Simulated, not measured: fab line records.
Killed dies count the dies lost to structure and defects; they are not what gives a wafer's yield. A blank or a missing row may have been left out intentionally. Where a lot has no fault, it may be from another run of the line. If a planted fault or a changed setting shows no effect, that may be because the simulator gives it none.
What tool caused it? | flow ritCmos | 15 lots with 45 wafers sampled at 2 steps, on a route of 202 steps

WHAT EACH GAUGE READ, for each wafer
Not one reading of a measure or inspect step in the record can be checked against a usual standard deviation.

TOOL THAT RAN EACH LOT (tool first, then ch and the chambers of the sampled wafers, then the start)
lot  | RIT_NWELL_IMPLANT_08           | RIT_M1_PROBE_99
L972 | implanter-01 ch 0, day 1 21:34 | -
L974 | implanter-04 ch 0, day 2 07:33 | -
L975 | implanter-01 ch 0, day 2 12:18 | -
L977 | implanter-02 ch 0, day 2 21:41 | -
L979 | implanter-01 ch 0, day 3 07:33 | -
L980 | implanter-04 ch 0, day 3 14:10 | -
L981 | implanter-02 ch 0, day 3 20:14 | -
L982 | implanter-04 ch 0, day 3 23:01 | -
L983 | implanter-02 ch 0, day 4 03:50 | -
L985 | implanter-02 ch 0, day 4 14:45 | prober-02, day 6 06:20
L987 | implanter-04 ch 0, day 5 01:26 | -
L988 | implanter-02 ch 0, day 5 06:52 | -
L989 | implanter-02 ch 0, day 5 12:29 | -
L993 | implanter-04 ch 0, day 6 12:19 | -
L995 | implanter-01 ch 0, day 7 00:43 | -
- RIT_NWELL_IMPLANT_08
- RIT_M1_PROBE_99

AS READ BY THE TOOLS THEMSELVES (means over the sampled wafers that have a number; for cases with no such wafer, the mark the record gives instead)
RIT_NWELL_IMPLANT_08.
lot  | tool         | beamEnergyKeV
L972 | implanter-01 | 170.04
L974 | implanter-04 | 170.00
L975 | implanter-01 | 169.93
L977 | implanter-02 | 169.97
L979 | implanter-01 | 170.06
L980 | implanter-04 | 170.02
L981 | implanter-02 | 170.03
L982 | implanter-04 | 170.00
L983 | implanter-02 | 170.01
L985 | implanter-02 | 153.02
L987 | implanter-04 | 170.01
L988 | implanter-02 | 152.98
L989 | implanter-02 | 152.98
L993 | implanter-04 | 170.03
L995 | implanter-01 | 169.96

RIT_M1_PROBE_99.
lot  | tool      | killed_at_M0_to_M3 | killedAtContacts | killedAtFrontEnd | killedDies | killedOpen | killedShort
L985 | prober-02 | 0.0                | 0.0              | 4.3              | 4.3        | 2.3        | 2.0

THE ANSWER, worked out from the rows above alone
Rule: the lots themselves supply what counts as usual. The widest of any qualifying gaps counts: lots, ordered by their means at a reading, are off when they make up no more than a third of the lots, leave a main group of 4 or more, and stand apart from it by 3 or more times the standard deviation of that group's means. A main group is skipped when, at the precision printed for the reading in the tables above, its means are all equal. Also off: a lot with no number at a reading for which 4 or more lots have one. The other lots that the step has rows for count as sound. The gauges are gone through in route order, then the tools' own readings, and for those a lot's mean is taken as printed above. The first step at which some lot is off is used, and at that step the reading that is off furthest; a lot without a number counts as furthest.
Off: L985, L988, L989, at RIT_NWELL_IMPLANT_08 (beamEnergyKeV). Main group: mean 170.00, sd 0.035.
A tool fits if, at that step or a process step before it, it ran every lot that is off, and no sound lot after the first of them. One fits: implanter-02 at RIT_NWELL_IMPLANT_08. A fault onset in the window from L983 (day 4 03:50, its last sound lot) to L985 (day 4 14:45, its first lot off) fits.
The tool's own readings at RIT_NWELL_IMPLANT_08 bear it out: on the lots that are off they differ by more than 5 times the standard deviation of the sound lots' means. beamEnergyKeV reads 152.99 there against 170.00 on the sound lots.

WHAT WAS PUT IN BY THE SIMULATOR
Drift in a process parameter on implanter-02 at RIT_NWELL_IMPLANT_08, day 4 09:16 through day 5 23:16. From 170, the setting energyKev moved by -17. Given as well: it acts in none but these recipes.
Lots struck among those shown: L985, L988, L989. This agrees with what the rule above found.
